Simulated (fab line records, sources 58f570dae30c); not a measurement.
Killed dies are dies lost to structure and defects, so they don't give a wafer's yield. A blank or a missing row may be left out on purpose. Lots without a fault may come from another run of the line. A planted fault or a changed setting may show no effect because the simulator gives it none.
Which tool did it? | flow berkeley_cmos170 | 14 lots, 42 wafers sampled, at 6 steps of a route of 331

WHAT THE GAUGES READ, wafer by wafer
UCB170_PVT_TW_MEAS_09. Usual: PVT_TW 509, standard deviation 4.7.
lot  | measured     | on            | PVT_TW      | flag
L504 | day 5 13:35  | film_metro-02 | 503 500 503 |
L506 | day 6 03:10  | film_metro-01 | 507 506 507 |
L505 | day 6 03:34  | film_metro-04 | 514 512 512 |
L508 | day 6 13:46  | film_metro-01 | 508 507 508 |
L509 | day 6 23:01  | film_metro-01 | 506 509 505 |
L512 | day 7 07:06  | film_metro-01 | 508 505 505 |
L513 | day 7 19:02  | film_metro-02 | 509 509 507 |
L516 | day 8 13:23  | film_metro-04 | 513 517 516 |
L518 | day 9 02:22  | film_metro-02 | 505 505 505 |
L520 | day 9 05:56  | film_metro-04 | 517 517 520 |
L521 | day 9 06:11  | film_metro-01 | 505 504 506 |
L522 | day 10 06:54 | film_metro-04 | 517 519 519 |
L525 | day 10 10:55 | film_metro-01 | 504 506 504 |
L526 | day 11 00:25 | film_metro-01 | 509 507 506 |

UCB170_GATE_OVL_MEAS_13. Usual: GATE_OVL 2 nm, standard deviation 5.3.
lot  | measured     | on         | GATE_OVL (nm) | flag
L504 | day 6 01:50  | overlay-01 | 0 -3 1        |
L506 | day 6 17:16  | overlay-02 | 1 4 1         |
L505 | day 6 17:33  | overlay-02 | -3 -2 -8      |
L508 | day 7 01:44  | overlay-01 | 6 11 8        |
L509 | day 7 12:48  | overlay-01 | 1 3 3         |
L512 | day 7 20:49  | overlay-01 | -5 -4 -1      |
L513 | day 8 10:01  | overlay-01 | -1 7 -1       |
L516 | day 9 10:42  | overlay-01 | -1 2 3        |
L518 | day 9 17:40  | overlay-01 | 2 4 -3        |
L520 | day 9 17:45  | overlay-02 | -1 1 -5       |
L521 | day 9 17:56  | overlay-01 | 16 9 13       |
L522 | day 10 20:35 | overlay-01 | 2 6 5         |
L525 | day 10 20:50 | overlay-02 | 6 -3 3        |
L526 | day 11 12:25 | overlay-02 | 1 3 3         |

UCB170_NLDD_TW_MEAS_11. Usual: NLDD_TW 2229, standard deviation 19.
lot  | measured     | on            | NLDD_TW        | flag
L504 | day 6 07:05  | film_metro-03 | 2228 2229 2229 |
L506 | day 6 21:39  | film_metro-04 | 2235 2237 2246 |
L505 | day 6 21:54  | film_metro-01 | 2212 2210 2215 |
L508 | day 7 05:52  | film_metro-03 | 2222 2223 2226 |
L509 | day 7 17:45  | film_metro-03 | 2225 2229 2223 |
L512 | day 8 01:20  | film_metro-03 | 2235 2245 2237 |
L513 | day 8 14:14  | film_metro-01 | 2215 2198 2202 |
L516 | day 9 18:30  | film_metro-01 | 2321 2311 2325 | OFF
L518 | day 9 22:08  | film_metro-04 | 2359 2371 2359 | OFF
L520 | day 9 22:37  | film_metro-04 | 2236 2255 2241 |
L521 | day 9 22:24  | film_metro-01 | 2199 2204 2206 |
L522 | day 11 01:02 | film_metro-01 | 2209 2220 2219 |
L525 | day 11 01:09 | film_metro-03 | 2251 2266 2244 |
L526 | day 11 18:11 | film_metro-01 | 2215 2217 2208 |

UCB170_SDANNEAL_RS_MEAS_05: measures by four-point-probe. Usual: NLDD_RS 618.9 ohm/sq, standard deviation 1.3.
lot  | measured     | on            | NLDD_RS (ohm/sq)  | flag
L504 | day 6 19:17  | film_metro-03 | 619.4 617.8 617.1 |
L506 | day 7 06:26  | film_metro-04 | 617.1 619.3 616.5 |
L505 | day 7 07:13  | film_metro-04 | 616.5 617.1 617.7 |
L508 | day 7 17:50  | film_metro-04 | 620.2 618.2 618.4 |
L509 | day 8 06:56  | film_metro-03 | 619.1 618.3 617.3 |
L512 | day 8 15:31  | film_metro-01 | 618.7 618.3 618.6 |
L513 | day 9 03:44  | film_metro-01 | 619.4 619.9 619.9 |
L516 | day 10 10:08 | film_metro-04 | 578.7 581.1 580.6 | OFF
L518 | day 10 10:28 | film_metro-01 | 581.7 580.1 583.1 | OFF
L520 | day 10 10:28 | film_metro-03 | 618.7 616.8 617.2 |
L521 | day 10 10:45 | film_metro-04 | 618.0 618.4 619.3 |
L522 | day 11 11:47 | film_metro-01 | 619.1 619.5 620.2 |
L525 | day 11 11:13 | film_metro-03 | 620.0 618.9 621.0 |
L526 | day 12 05:27 | film_metro-04 | 619.0 618.5 620.3 |

WHICH TOOL RAN EACH LOT (tool, then ch and the chambers of the sampled wafers, then the start)
lot  | UCB170_NLDD_IMPLANT_08          | UCB170_BACKSIDE_STRIP_03
L504 | implanter-04 ch 0, day 6 06:43  | plasma_asher-04 ch 0,1, day 6 18:32
L506 | implanter-02 ch 0, day 6 21:15  | plasma_asher-02 ch 0,1, day 7 05:34
L505 | implanter-04 ch 0, day 6 21:31  | plasma_asher-01 ch 1, day 7 06:26
L508 | implanter-04 ch 0, day 7 05:28  | plasma_asher-01 ch 0,1, day 7 17:05
L509 | implanter-04 ch 0, day 7 17:22  | plasma_asher-04 ch 0,1, day 8 06:09
L512 | implanter-04 ch 0, day 8 00:58  | plasma_asher-01 ch 0,1, day 8 14:46
L513 | implanter-04 ch 0, day 8 13:50  | plasma_asher-01 ch 0,1, day 9 02:58
L516 | implanter-04 ch 0, day 9 18:07  | plasma_asher-02 ch 0,1, day 10 09:03
L518 | implanter-04 ch 0, day 9 21:44  | plasma_asher-02 ch 0,1, day 10 09:30
L520 | implanter-01 ch 0, day 9 22:13  | plasma_asher-01 ch 0,1, day 10 09:30
L521 | implanter-02 ch 0, day 9 22:02  | plasma_asher-04 ch 0,1, day 10 09:32
L522 | implanter-01 ch 0, day 11 00:40 | plasma_asher-02 ch 0,1, day 11 10:59
L525 | implanter-02 ch 0, day 11 00:47 | plasma_asher-04 ch 0,1, day 11 10:28
L526 | implanter-02 ch 0, day 11 17:47 | plasma_asher-01 ch 1, day 12 04:40
- UCB170_NLDD_IMPLANT_08
- UCB170_BACKSIDE_STRIP_03: strips in O2.

WHAT THE TOOLS THEMSELVES READ (means of the sampled wafers that have a number; where no wafer has one, the mark that the record gives instead)
UCB170_NLDD_IMPLANT_08. Usual: beam_energy_keV 30.002, standard deviation 0.0089.
lot  | tool         | beam_energy_keV | flag
L504 | implanter-04 | 29.998          |
L506 | implanter-02 | 30.003          |
L505 | implanter-04 | 29.998          |
L508 | implanter-04 | 29.995          |
L509 | implanter-04 | 29.987          |
L512 | implanter-04 | 30.001          |
L513 | implanter-04 | 29.991          |
L516 | implanter-04 | 40.502          | OFF
L518 | implanter-04 | 40.499          | OFF
L520 | implanter-01 | 30.011          |
L521 | implanter-02 | 30.001          |
L522 | implanter-01 | 30.006          |
L525 | implanter-02 | 30.009          |
L526 | implanter-02 | 30.006          |

UCB170_BACKSIDE_STRIP_03. Usual: drypump_motor_current_A 5.8 A, standard deviation 0.69; oes_product_au 0.735 a.u., standard deviation 0.004; strip_time_to_endpoint_s 21.97 s, standard deviation 0.061.
lot  | tool            | drypump_motor_current_A (A) | oes_product_au (a.u.) | strip_time_to_endpoint_s (s) | flag
L504 | plasma_asher-04 | 5.9                         | 0.736                 | 22.05                        |
L506 | plasma_asher-02 | 5.3                         | 0.736                 | 21.96                        |
L505 | plasma_asher-01 | 6.6                         | 0.740                 | 22.02                        |
L508 | plasma_asher-01 | 6.0                         | 0.734                 | 22.01                        |
L509 | plasma_asher-04 | 5.9                         | 0.735                 | 22.03                        |
L512 | plasma_asher-01 | 6.0                         | 0.737                 | 22.05                        |
L513 | plasma_asher-01 | 6.1                         | 0.734                 | 21.99                        |
L516 | plasma_asher-02 | 5.3                         | 0.730                 | 21.96                        |
L518 | plasma_asher-02 | 5.3                         | 0.739                 | 22.03                        |
L520 | plasma_asher-01 | 5.5                         | 0.731                 | 21.94                        |
L521 | plasma_asher-04 | 6.2                         | 0.736                 | 21.98                        |
L522 | plasma_asher-02 | 5.3                         | 0.735                 | 21.91                        |
L525 | plasma_asher-04 | 5.9                         | 0.737                 | 21.96                        |
L526 | plasma_asher-01 | 6.6                         | 0.734                 | 21.91                        |

THE ANSWER, worked out from the rows above alone
Rule: a lot is off if the mean of its wafers that have a number lies more than 3 standard deviations from the usual mean. A lot without any number at a reading at which 4 lots or more have one is off too. The other lots that the step has rows for count as sound. The gauges are gone through in route order, then the tools' own readings, and for those a lot's mean is taken as printed above. The first step at which some lot is off is used, and at that step the reading that is off furthest; a lot without a number counts as furthest.
Off: L516, L518, at UCB170_NLDD_TW_MEAS_11 (NLDD_TW).
A tool fits if, at a process step before that reading, it ran every lot that is off, and no sound lot after the first of them. The gauges at UCB170_NLDD_TW_MEAS_11 aren't tried: what is off there is off at UCB170_NLDD_IMPLANT_08 too, on other tools, and a gauge's error can't cause that. One fits: implanter-04 at UCB170_NLDD_IMPLANT_08. Its last sound lot is L513 (day 8 13:50), its first lot that is off L516 (day 9 18:07): a fault that began between those two fits.
The tool's own readings at UCB170_NLDD_IMPLANT_08 bear it out: on the lots that are off they differ by more than 5 times the standard deviation of the sound lots' means. beam_energy_keV reads 40.501 there against 30.000 on the sound lots.

WHAT THE SIMULATOR HAD PUT IN
Process parameter drift: implanter-04, from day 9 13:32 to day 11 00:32, at UCB170_NLDD_IMPLANT_08. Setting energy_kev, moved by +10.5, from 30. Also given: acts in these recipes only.
Lots struck among those shown: L516, L518. The rule above found the same.
